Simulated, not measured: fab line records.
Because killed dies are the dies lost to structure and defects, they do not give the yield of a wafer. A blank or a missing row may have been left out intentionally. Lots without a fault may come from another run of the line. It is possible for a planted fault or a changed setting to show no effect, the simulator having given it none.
Chamber matching :: flow berkeleyCmos170 :: UCB170_CONTACT_ETCH_17 on rieDiel-02 has 4 sister chambers
The step etches BARC in N2/H2. 14 wafers are shown with their chamber, then 7 later ones without.

WAFERS, EACH WITH ITS CHAMBER
wafer: L903.1
chamber: 1
drypumpMotorCurrentA (A): 5.0
throttleValvePct (%): 13.33
oesProductAu (a.u.): 1.018

wafer: L903.2
chamber: 2
drypumpMotorCurrentA (A): 6.4
throttleValvePct (%): 13.29
oesProductAu (a.u.): 1.007

wafer: L903.4
chamber: 3
drypumpMotorCurrentA (A): 5.7
throttleValvePct (%): 13.33
oesProductAu (a.u.): 0.998

wafer: L904.1
chamber: 0
drypumpMotorCurrentA (A): 5.7
throttleValvePct (%): 13.50
oesProductAu (a.u.): 1.009

wafer: L904.2
chamber: 3
drypumpMotorCurrentA (A): 5.7
throttleValvePct (%): 13.34
oesProductAu (a.u.): 0.994

wafer: L904.3
chamber: 2
drypumpMotorCurrentA (A): 6.4
throttleValvePct (%): 13.29
oesProductAu (a.u.): 1.015

wafer: L910.1
chamber: 1
drypumpMotorCurrentA (A): 5.0
throttleValvePct (%): 13.32
oesProductAu (a.u.): 1.015

wafer: L910.3
chamber: 3
drypumpMotorCurrentA (A): 5.8
throttleValvePct (%): 13.32
oesProductAu (a.u.): 0.998

wafer: L910.4
chamber: 0
drypumpMotorCurrentA (A): 5.6
throttleValvePct (%): 13.50
oesProductAu (a.u.): 0.994

wafer: L913.1
chamber: 2
drypumpMotorCurrentA (A): 6.3
throttleValvePct (%): 13.26
oesProductAu (a.u.): 0.972

wafer: L913.5
chamber: 3
drypumpMotorCurrentA (A): 5.7
throttleValvePct (%): 13.33
oesProductAu (a.u.): 1.000

wafer: L913.6
chamber: 0
drypumpMotorCurrentA (A): 5.6
throttleValvePct (%): 13.50
oesProductAu (a.u.): 0.994

wafer: L920.2
chamber: 3
drypumpMotorCurrentA (A): 5.7
throttleValvePct (%): 13.34
oesProductAu (a.u.): 0.994

wafer: L920.3
chamber: 0
drypumpMotorCurrentA (A): 5.6
throttleValvePct (%): 13.50
oesProductAu (a.u.): 0.999

SIGNATURES (averages over the wafers above)
reading: drypumpMotorCurrentA
chamber 0: 5.625
chamber 1: 5.000
chamber 2: 6.367
chamber 3: 5.720
scatter within a chamber: 0.0471

reading: throttleValvePct
chamber 0: 13.5000
chamber 1: 13.3250
chamber 2: 13.2800
chamber 3: 13.3320
scatter within a chamber: 0.00964

reading: oesProductAu
chamber 0: 0.99900
chamber 1: 1.01650
chamber 2: 0.99800
chamber 3: 0.99680
scatter within a chamber: 0.0111
Rule: for a wafer and a chamber, the distance is found by dividing, reading by reading, the gap between the wafer's reading and the chamber's mean by the reading's scatter, squaring, summing and taking the root. The wafer belongs to the nearest chamber; if the next one is less than 2 further off, it can't be placed. The scatter: take each reading less its chamber's mean, square it, sum over the shown wafers, divide by the number of wafers less the number of chambers, and take the root.

WAFERS WHOSE CHAMBER IS MISSING
wafer: L920.4
drypumpMotorCurrentA (A): 5.7
throttleValvePct (%): 13.33
oesProductAu (a.u.): 1.000

wafer: L921.2
drypumpMotorCurrentA (A): 6.3
throttleValvePct (%): 13.26
oesProductAu (a.u.): 0.978

wafer: L921.3
drypumpMotorCurrentA (A): 5.8
throttleValvePct (%): 13.33
oesProductAu (a.u.): 0.998

wafer: L921.5
drypumpMotorCurrentA (A): 6.4
throttleValvePct (%): 13.26
oesProductAu (a.u.): 0.986

wafer: L923.1
drypumpMotorCurrentA (A): 6.3
throttleValvePct (%): 13.26
oesProductAu (a.u.): 0.969

wafer: L923.2
drypumpMotorCurrentA (A): 5.8
throttleValvePct (%): 13.33
oesProductAu (a.u.): 0.995

wafer: L923.4
drypumpMotorCurrentA (A): 5.6
throttleValvePct (%): 13.50
oesProductAu (a.u.): 0.991

WHICH CHAMBER EACH WENT THROUGH
wafer: L920.4
from the rows above: 3
in truth: 3

wafer: L921.2
from the rows above: 2
in truth: 2

wafer: L921.3
from the rows above: 3
in truth: 3

wafer: L921.5
from the rows above: 2
in truth: 2

wafer: L923.1
from the rows above: 2
in truth: 2

wafer: L923.2
from the rows above: 3
in truth: 3

wafer: L923.4
from the rows above: 0
in truth: 0
Correct placement for 7 of the 7. Can't be placed from these rows: 0. 0 placed wrongly.
